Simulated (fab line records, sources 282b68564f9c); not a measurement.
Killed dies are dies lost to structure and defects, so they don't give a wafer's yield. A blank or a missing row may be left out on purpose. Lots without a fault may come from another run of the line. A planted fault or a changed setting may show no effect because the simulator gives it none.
Split-lot experiment | flow rit_cmos | 5 lots, 23 wafers read, on a route of 202 steps

THE SPLIT
At RIT_NLDD_SOFTBAKE_02 (time 60 s), the setting temp_c was moved away from the recipe's 90 C on 8 of the 23 wafers read, by +1.1% to +2.8%. The other wafers ran this setting at the recipe's value.

The reading is taken at the split's own step.

THE READING
NOVOLAK_of_NLDD_COAT_01.thk_nm (the simulator's own value, which no gauge read), in nm, at RIT_NLDD_SOFTBAKE_02 (time 60 s). The file gives no usual value for it. The 15 wafers here that ran the recipe average 998.0 nm, standard deviation 3.2 nm.

wafer  | tool, chamber at the split | temp_c as run, C | against the recipe | NOVOLAK_of_NLDD_COAT_01.thk_nm, nm | against lot-mates on the recipe
L075.1 | litho_track-03, 0          | 90               | recipe             | 1002                               | -
L075.2 | litho_track-03, 0          | 92.35            | +2.6%              | 994                                | -8.0
L075.3 | litho_track-03, 0          | 92.35            | +2.6%              | 995.2                              | -6.8
L075.4 | litho_track-03, 0          | 90               | recipe             | 1000                               | -
L075.6 | litho_track-03, 0          | 90               | recipe             | 1004                               | -
L076.1 | litho_track-03, 0          | 92.56            | +2.8%              | 993.5                              | -6.8
L076.2 | litho_track-03, 0          | 90               | recipe             | 997.6                              | -
L076.4 | litho_track-03, 0          | 92.56            | +2.8%              | 995.1                              | -5.2
L076.5 | litho_track-03, 0          | 90               | recipe             | 1003                               | -
L076.6 | litho_track-03, 0          | 92.56            | +2.8%              | 992.9                              | -7.4
L083.1 | litho_track-01, 0          | 90               | recipe             | 993.8                              | -
L083.4 | litho_track-01, 0          | 90               | recipe             | 995.6                              | -
L083.6 | litho_track-01, 0          | 90               | recipe             | 992.3                              | -
L084.1 | litho_track-01, 0          | 91               | +1.1%              | 994.3                              | -2.0
L084.2 | litho_track-01, 0          | 91               | +1.1%              | 993.6                              | -2.7
L084.4 | litho_track-01, 0          | 90               | recipe             | 994.9                              | -
L084.5 | litho_track-01, 0          | 90               | recipe             | 997.7                              | -
L084.6 | litho_track-01, 0          | 91               | +1.1%              | 992.1                              | -4.2
L085.1 | litho_track-03, 0          | 90               | recipe             | 997.8                              | -
L085.2 | litho_track-03, 0          | 90               | recipe             | 996                                | -
L085.3 | litho_track-03, 0          | 90               | recipe             | 999.2                              | -
L085.4 | litho_track-03, 0          | 90               | recipe             | 998.3                              | -
L085.6 | litho_track-03, 0          | 90               | recipe             | 998.3                              | -

THE FIT
A straight line over all 23 wafers: NOVOLAK_of_NLDD_COAT_01.thk_nm changes by -1.54 nm for each +1% of temp_c; r = -0.52; the points scatter about the line by 3 nm.
The same after taking each lot's own level away (the mean of its wafers on the recipe; 23 wafers): -2.48 nm for each +1%; r = -0.89; scatter 1.5 nm.
On that fit, the largest move of temp_c shifts the reading by 7.1 nm.
The lots' own levels span 993.90 to 1002.00 nm, that is 2.5 times the standard deviation above.
So the lot-to-lot level blurs the effect unless lot-mates are compared.
Check: with one of the wafers moved furthest among these (+2.8%) left out of the fit, the line predicts -7.15 nm for it against its lot-mates. It came out at -6.8 nm against them.

OTHER SPLITS ON THESE WAFERS
These wafers also went through other splits before the reading. Each is held against what the fit with the lots' levels taken away leaves over:
other split on the same wafers       | wafers away from the commonest value | r with NOVOLAK_of_NLDD_COAT_01.thk_nm (lot level and that fit taken away)
RIT_ACTIVE_OXIDATION_01 ox_time_s    | 18                                   | -0.01
RIT_ACTIVE_SOFTBAKE_07 temp_c        | 10                                   | +0.29
RIT_ACTIVE_DEVELOP_10 develop_time_s | 7                                    | +0.22
RIT_NWELL_COAT_01 spin_rpm           | 11                                   | +0.05
RIT_NWELL_HARDBAKE_07 temp_c         | 7                                    | -0.22
RIT_PWELL_COAT_01 spin_rpm           | 8                                    | -0.06
RIT_PWELL_IMPLANT_08 energy_kev      | 8                                    | +0.11
RIT_NRETRO_COAT_01 resist_thk_nm     | 7                                    | +0.17
RIT_NRETRO_IMPLANT_08 energy_kev     | 4                                    | +0.49
RIT_PRETRO_IMPLANT_08 dose_cm2       | 9                                    | -0.13
RIT_GATE_CVD_08 sih4_flow_sccm       | 15                                   | -0.03
RIT_GATE_STRIP_20 o2_flow_sccm       | 9                                    | +0.37

THE FILE'S OWN FIT
NOVOLAK_of_NLDD_COAT_01.thk_nm changes by -2.53 nm for each +1% of temp_c, r = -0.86.
